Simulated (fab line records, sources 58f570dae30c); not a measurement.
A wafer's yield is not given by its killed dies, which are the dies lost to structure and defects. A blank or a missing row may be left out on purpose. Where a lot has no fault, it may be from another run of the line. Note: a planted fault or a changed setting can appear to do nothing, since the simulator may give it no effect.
Split-lot study / flow berkeley-cmos170 / 23 wafers read from 5 lots, route of 331 steps

THE SPLIT ITSELF
At UCB170_NSD_EXPOSE_03 (exposes mask NSELECT MOD, target cd 1200 nm), the setting dose-mj was moved away from the recipe's 30 on 9 of the 23 wafers read, by -7.1% to +4.4%. This setting was run at the recipe's value on the other wafers.

FROM THE SPLIT TO THE READING: what the file shows between them, 2 steps
- UCB170_NSD_PEB_04
- UCB170_NSD_DEVELOP_05: develop time 45 s

THE READING
cd-nm at UCB170_NSD_CD_MEAS_06, given in nm (cd target 1200 nm). Fault-free wafers of this fab line usually give 1199.8 nm, standard deviation 1.6 nm.

wafer=L074.1; tool, chamber at the split=krf-scanner-02, 0; dose-mj as run=30; against the recipe=recipe; cd-nm, nm=1202.6; against lot-mates on the recipe=-
wafer=L074.2; tool, chamber at the split=krf-scanner-02, 0; dose-mj as run=30; against the recipe=recipe; cd-nm, nm=1202.3; against lot-mates on the recipe=-
wafer=L074.3; tool, chamber at the split=krf-scanner-02, 0; dose-mj as run=29.27; against the recipe=-2.4%; cd-nm, nm=1195.8; against lot-mates on the recipe=-6.3
wafer=L074.4; tool, chamber at the split=krf-scanner-02, 0; dose-mj as run=30; against the recipe=recipe; cd-nm, nm=1201.3; against lot-mates on the recipe=-
wafer=L074.5; tool, chamber at the split=krf-scanner-02, 0; dose-mj as run=29.27; against the recipe=-2.4%; cd-nm, nm=1197.2; against lot-mates on the recipe=-4.9
wafer=L076.1; tool, chamber at the split=krf-scanner-02, 0; dose-mj as run=31.33; against the recipe=+4.4%; cd-nm, nm=1207.3; against lot-mates on the recipe=+7.1
wafer=L076.2; tool, chamber at the split=krf-scanner-02, 0; dose-mj as run=31.33; against the recipe=+4.4%; cd-nm, nm=1207.3; against lot-mates on the recipe=+7.1
wafer=L076.3; tool, chamber at the split=krf-scanner-02, 0; dose-mj as run=30; against the recipe=recipe; cd-nm, nm=1200.0; against lot-mates on the recipe=-
wafer=L076.5; tool, chamber at the split=krf-scanner-02, 0; dose-mj as run=31.33; against the recipe=+4.4%; cd-nm, nm=1208.2; against lot-mates on the recipe=+8.0
wafer=L076.6; tool, chamber at the split=krf-scanner-02, 0; dose-mj as run=30; against the recipe=recipe; cd-nm, nm=1200.4; against lot-mates on the recipe=-
wafer=L079.1; tool, chamber at the split=krf-scanner-01, 0; dose-mj as run=30; against the recipe=recipe; cd-nm, nm=1197.8; against lot-mates on the recipe=-
wafer=L079.2; tool, chamber at the split=krf-scanner-01, 0; dose-mj as run=28.07; against the recipe=-6.4%; cd-nm, nm=1183.9; against lot-mates on the recipe=-13.8
wafer=L079.3; tool, chamber at the split=krf-scanner-01, 0; dose-mj as run=28.07; against the recipe=-6.4%; cd-nm, nm=1186.7; against lot-mates on the recipe=-11.0
wafer=L079.5; tool, chamber at the split=krf-scanner-01, 0; dose-mj as run=30; against the recipe=recipe; cd-nm, nm=1197.7; against lot-mates on the recipe=-
wafer=L079.6; tool, chamber at the split=krf-scanner-01, 0; dose-mj as run=30; against the recipe=recipe; cd-nm, nm=1197.6; against lot-mates on the recipe=-
wafer=L082.2; tool, chamber at the split=krf-scanner-01, 0; dose-mj as run=27.87; against the recipe=-7.1%; cd-nm, nm=1184.7; against lot-mates on the recipe=-13.1
wafer=L082.3; tool, chamber at the split=krf-scanner-01, 0; dose-mj as run=30; against the recipe=recipe; cd-nm, nm=1197.2; against lot-mates on the recipe=-
wafer=L082.4; tool, chamber at the split=krf-scanner-01, 0; dose-mj as run=30; against the recipe=recipe; cd-nm, nm=1198.4; against lot-mates on the recipe=-
wafer=L082.5; tool, chamber at the split=krf-scanner-01, 0; dose-mj as run=27.87; against the recipe=-7.1%; cd-nm, nm=1185.2; against lot-mates on the recipe=-12.6
wafer=L082.6; tool, chamber at the split=krf-scanner-01, 0; dose-mj as run=30; against the recipe=recipe; cd-nm, nm=1197.9; against lot-mates on the recipe=-
wafer=L083.3; tool, chamber at the split=krf-scanner-02, 0; dose-mj as run=30; against the recipe=recipe; cd-nm, nm=1200.4; against lot-mates on the recipe=-
wafer=L083.5; tool, chamber at the split=krf-scanner-02, 0; dose-mj as run=30; against the recipe=recipe; cd-nm, nm=1198.2; against lot-mates on the recipe=-
wafer=L083.6; tool, chamber at the split=krf-scanner-02, 0; dose-mj as run=30; against the recipe=recipe; cd-nm, nm=1201.0; against lot-mates on the recipe=-

FIT RESULTS
A straight line over all 23 wafers: cd-nm changes by +2 nm for each +1% of dose-mj; r = +0.97; the points scatter about the line by 1.7 nm.
The same after taking each lot's own level away (the mean of its wafers on the recipe; 23 wafers): +1.82 nm for each +1%; r = +0.99; scatter 0.85 nm.
That fit puts the effect of the largest move of dose-mj on the reading at 13 nm.
Across the lots, their own levels run from 1197.70 to 1202.07 nm, a range of 2.7 times the standard deviation given above.
Thus the slope moves with the lot-to-lot level: the two fits are different.
Check: -13.2 nm against its lot-mates is what the line predicts for one of the wafers moved furthest among these (-7.1%) when that wafer is left out of the fit. It came out at -13.1 nm against them.

THE FILE'S OWN FIT
cd-nm changes by +1.85 nm for each +1% of dose-mj, r = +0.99.
